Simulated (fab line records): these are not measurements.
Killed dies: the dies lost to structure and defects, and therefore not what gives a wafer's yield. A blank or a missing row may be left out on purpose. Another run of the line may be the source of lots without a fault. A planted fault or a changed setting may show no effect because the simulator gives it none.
Problem report in the 8D (eight disciplines) form, filled by code + flow rit cmos + the parts of the form that need people (team, actions taken, sign-off) are left out

## 1. WHAT WENT WRONG
At RIT_SDANNEAL_CLEAN_00, run length s averages 418 s over 6 wafers from 2 lots, while fault-free wafers read 631 s, standard deviation 3.7. That is -58 standard deviations from the usual mean.
The step: cleans in SC1, time 600 s.
The first sign was on wafer L229.1 at day 4 23:16, on wet bench-01. At this step, 42 wafers from 14 lots have a number in the record. The rule behind "out" and "out of limits": a value lying over 4 standard deviations away from the usual mean. The other wafers with a number count as sound.

## 2. WHAT IT IS, WHAT IT ISN'T
| question                    | is                     | is not                                                                                                   |
|-----------------------------|------------------------|----------------------------------------------------------------------------------------------------------|
| which readings at this step | run length s           | -                                                                                                        |
| which lots                  | L229, L233             | L221, L222, L223, L224, L225, L237, L239, L240, L241, L242, L243, L244                                   |
| which wafers of those lots  | all that have a number | -                                                                                                        |
| read on which tools         | wet bench-01           | wet bench-02, wet bench-04                                                                               |
| when                        | from day 4 23:16       | up to then (15 sound wafers); but 21 sound wafers of L237, L239, L240, L241, L242, L243, L244 came after |

## 3. SUSPECTS, AND WHAT RULES EACH OUT
Counting: a tool at a process step up to the reading stays a suspect if it ran every lot that is out and no sound lot after the first of them.
- wet bench-01 at RIT_SDANNEAL_CLEAN_00 (cleans in SC1, time 600 s): kept. All lots that are out passed through it, beginning with L229 at day 4 23:16, and no sound lot followed; its final sound lot before that point was L222 at day 3 16:50. Out on those wafers are its own readings of run length s.
Left after counting: wet bench-01 at RIT_SDANNEAL_CLEAN_00.

## 4. THE CAUSE (what the simulator had put in)
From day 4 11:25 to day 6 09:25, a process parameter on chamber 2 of wet bench-01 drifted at RIT_SDANNEAL_CLEAN_00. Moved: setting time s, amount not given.
Only this tool survived the counting.

## 5. SEQUENCE OF EFFECTS, ordered by route
Each row: a reading where the mean over the struck wafers with a number is more than 3 standard deviations away from the usual. Only readings whose record carries a usual standard deviation are examined. hours: median over the lots of the time between each lot's start at the first step of this table that gives one and its start at this step. sigmas: the change, counted in usual standard deviations.
| hours | step                  | reading      | usual | on struck wafers | change | sigmas |
|-------|-----------------------|--------------|-------|------------------|--------|--------|
| 0     | RIT_SDANNEAL_CLEAN_00 | run length s | 631 s | 418              | -213   | -58    |
Its process steps:
- RIT_SDANNEAL_CLEAN_00: cleans in SC1, time 600 s.
Later steps that measure or inspect, where all struck wafers having a row at the step show a number for every such reading and not one has moved that far: RIT_M1_BOW_MEAS_16.

## 6. HOW IT WOULD HAVE BEEN CAUGHT EARLIER
12 hours passed between the start of the fault at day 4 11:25 and the first reading out of limits in this record, taken at day 4 23:16.
